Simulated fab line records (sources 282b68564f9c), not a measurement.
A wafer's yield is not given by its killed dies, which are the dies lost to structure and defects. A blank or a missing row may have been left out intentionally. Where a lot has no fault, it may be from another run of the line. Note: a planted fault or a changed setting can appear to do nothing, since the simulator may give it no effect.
Struck lot and sound lot, side by side + flow rit-cmos + 18 out of 202 route steps
Sound: the wafers L579.2, L579.3, L579.6. Struck: wafers L585.2, L585.5, L585.6. At the end, the cause is stated.
At each step with rows: each side's tool, then ch and its chambers, then its first start. Under that, the readings that differ: sound wafers + struck wafers + difference of the means + sigmas: that difference in standard deviations of wafers without a fault.
alike: words and numbers the same on both sides, and readings whose means are apart by under 2 such deviations; not compared: readings that were withheld, readings missing a value for some wafer, numbers with overlapping values and no deviation given by the record, and bounds like >300 which may hide the same value.
Wherever a step has rows on one side only, a row that says differs or no value, or a row with sigmas, the two part there. When numbers do not overlap yet have no deviation, they are printed without sigmas and do not part them. Lack of a reading on every wafer of one side parts them only where that side has two or more wafers.

first, 4 steps without rows for these wafers: RIT_NLDD_SOFTBAKE_02 (time 60 s); RIT_NLDD_EXPOSE_03 (exposes mask M7, target cd 40700 nm); RIT_NLDD_PEB_04; RIT_NLDD_DEVELOP_05 (develop time 50 s).
RIT_NLDD_OVL_MEAS_06:
  struck on overlay-01, day 5 01:20; sound on overlay-01, day 3 22:08
| reading       | sound         | struck      | difference | sigmas |
|---------------|---------------|-------------|------------|--------|
| NLDD_OVL (nm) | -1.0 0.2 -1.7 | 1.6 3.0 1.3 | +2.8       | +2     |
then, 2 steps without rows for these wafers: RIT_NLDD_HARDBAKE_07 (time 60 s); RIT_NLDD_IMPLANT_08.
RIT_NLDD_STRIP_09: strips in O2, time 180 s.
  sound on plasma-asher-03 ch 0,1, day 3 22:28; struck on plasma-asher-03 ch 0,1, day 5 01:40
  alike: drypump-motor-current-A
  not compared: rf-hours-counter-h
RIT_NLDD_TW_MEAS_10:
  struck on film-metro-04, day 5 01:52; sound on film-metro-04, day 3 22:39
  alike: NLDD_TW
then, 3 steps without rows for these wafers: RIT_PLDD_HMDS_00 (prime time 60 s); RIT_PLDD_COAT_01 (resist thk 1000 nm); RIT_PLDD_SOFTBAKE_02 (time 60 s).
RIT_PLDD_EXPOSE_03: exposes mask M8, target cd 40900 nm.
  sound on iline-stepper-02 ch 0, day 3 23:17; struck on iline-stepper-02 ch 0, day 5 02:30
| reading                      | sound                   | struck         | difference | sigmas |
|------------------------------|-------------------------|----------------|------------|--------|
| model.PLDD.overlay-x-nm (nm) | -0.3263 -0.3263 -0.3263 | 6340 6340 6340 | +6340      |        |
  alike: mask, exposure-dose-mJ-cm2, focus-offset-nm
then, 2 steps without rows for these wafers: RIT_PLDD_PEB_04; RIT_PLDD_DEVELOP_05 (develop time 50 s).
RIT_PLDD_OVL_MEAS_06:
  struck on overlay-01, day 5 02:53; sound on overlay-02, day 3 23:41
| reading       | sound        | struck | difference                    | sigmas |
|---------------|--------------|--------|-------------------------------|--------|
| PLDD_OVL (nm) | 0.4 -1.3 2.0 | - - -  | no value on the struck wafers |        |
then, 1 step without rows for these wafers: RIT_PLDD_HARDBAKE_07 (time 60 s).
RIT_M1_PROBE_99:
  struck on prober-02, day 5 17:07; sound on prober-02, day 4 13:53
| reading                        | sound             | struck            | difference | sigmas |
|--------------------------------|-------------------|-------------------|------------|--------|
| killed-at-front-end            | 3 5 6             | 264 264 264       | +259       | +84    |
| killed-dies                    | 3 5 6             | 264 264 264       | +259       | +84    |
| killed-on-rim                  | 0 1 0             | 70 70 70          | +70        | +46    |
| model.etest.pldd.width-nm (nm) | 3179 3178 3184    | 2156 2152 2160    | -1024      |        |
| model.etest.pldd.line-ohm-um   | 160.3 154.9 153.1 | 219.6 227.6 222.9 | +67.3      |        |
  alike: killed-at-contacts, killed-open, killed-short
  not compared: model.etest.nmos_0p15.r-on-ohm-um, model.etest.nmos_0p3.r-on-ohm-um, model.etest.nmos_0p15.drive-ua-um, model.etest.nmos-narrow.drive-ua-um, model.etest.nmos_0p3.drive-ua-um, model.etest.nmos_0p15.swing-mv-dec

## WHERE THEY PART
Last at RIT_M1_PROBE_99 as far as this record goes, first at RIT_NLDD_OVL_MEAS_06.

WHY: whatever the simulator had introduced
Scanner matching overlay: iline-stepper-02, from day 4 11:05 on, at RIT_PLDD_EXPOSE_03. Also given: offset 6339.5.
